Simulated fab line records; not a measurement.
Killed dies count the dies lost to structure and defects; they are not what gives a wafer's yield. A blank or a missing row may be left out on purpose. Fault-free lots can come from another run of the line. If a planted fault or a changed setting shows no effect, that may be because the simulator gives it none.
Which tool did it? / flow berkeley cmos170 / 21 wafers from 7 lots sampled at 3 of the route's 331 steps

== WHAT THE GAUGES READ, wafer by wafer ==
UCB170_V2_CD_MEAS_12: target cd 700 nm.
lot=L109; measured=day 8 04:59; on=cd sem-01; cd nm (nm)=701.1 700.2 700.5
lot=L112; measured=day 8 15:01; on=cd sem-02; cd nm (nm)=698.4 698.4 699.7
lot=L113; measured=day 8 15:35; on=cd sem-02; cd nm (nm)=696.7 697.1 697.3
lot=L115; measured=day 9 07:04; on=cd sem-02; cd nm (nm)=697.5 700.1 700.8
lot=L119; measured=day 10 07:44; on=cd sem-01; cd nm (nm)=699.2 699.0 700.6
lot=L123; measured=day 11 20:32; on=cd sem-02; cd nm (nm)=701.4 701.9 700.8
lot=L125; measured=day 11 22:39; on=cd sem-02; cd nm (nm)=702.2 705.1 710.2

== WHICH TOOL RAN EACH LOT (tool, then ch and the chambers of the sampled wafers, then the start) ==
lot=L109; UCB170_M1_SPUTTER_00=pvd sputter-03, day 7 15:11; UCB170_V2_EXPOSE_09=krf scanner-02 ch 0, day 8 04:36
lot=L112; UCB170_M1_SPUTTER_00=pvd sputter-01, day 7 23:44; UCB170_V2_EXPOSE_09=krf scanner-01 ch 0, day 8 14:28
lot=L113; UCB170_M1_SPUTTER_00=pvd sputter-01, day 8 04:31; UCB170_V2_EXPOSE_09=krf scanner-01 ch 0, day 8 14:50
lot=L115; UCB170_M1_SPUTTER_00=pvd sputter-03, day 8 16:37; UCB170_V2_EXPOSE_09=krf scanner-01 ch 0, day 9 06:41
lot=L119; UCB170_M1_SPUTTER_00=pvd sputter-04, day 9 18:40; UCB170_V2_EXPOSE_09=krf scanner-01 ch 0, day 10 07:08
lot=L123; UCB170_M1_SPUTTER_00=pvd sputter-01, day 11 04:55; UCB170_V2_EXPOSE_09=krf scanner-01 ch 0, day 11 19:32
lot=L125; UCB170_M1_SPUTTER_00=pvd sputter-01, day 11 07:20; UCB170_V2_EXPOSE_09=krf scanner-01 ch 0, day 11 21:46
- UCB170_M1_SPUTTER_00: material Al, target thk 600 nm, time 80 s.
- UCB170_V2_EXPOSE_09: exposes mask VIA2, target cd 700 nm.

== THE ANSWER, worked out from the rows above alone ==
Rule: what is usual is taken from the lots themselves. Put in order of their means at a reading, lots are off if they are a third of the lots or fewer, leave a main group of 4 or more, and stand apart from it by a gap of 3 or more times the standard deviation of the main group's means; of several such gaps the widest counts. A main group whose means are all the same, to the digits that the tables above print for the reading, isn't used. Also off: a lot with no number at a reading for which 4 or more lots have one. All remaining lots with rows at the step are treated as sound.
Off: L125 (UCB170_V2_CD_MEAS_12, cd nm). For the main group the mean is 699.5 nm and the standard deviation 1.4.
A tool fits if, at a process step before that reading, it ran every lot that is off, and no sound lot after the first of them. Those tools and the gauges at UCB170_V2_CD_MEAS_12 are tried in the same way. Can't be told from this: 3 tools fit, pvd sputter-01 at UCB170_M1_SPUTTER_00, krf scanner-01 at UCB170_V2_EXPOSE_09, cd sem-02 at UCB170_V2_CD_MEAS_12.

== WHAT HAD BEEN PUT IN BY THE SIMULATOR ==
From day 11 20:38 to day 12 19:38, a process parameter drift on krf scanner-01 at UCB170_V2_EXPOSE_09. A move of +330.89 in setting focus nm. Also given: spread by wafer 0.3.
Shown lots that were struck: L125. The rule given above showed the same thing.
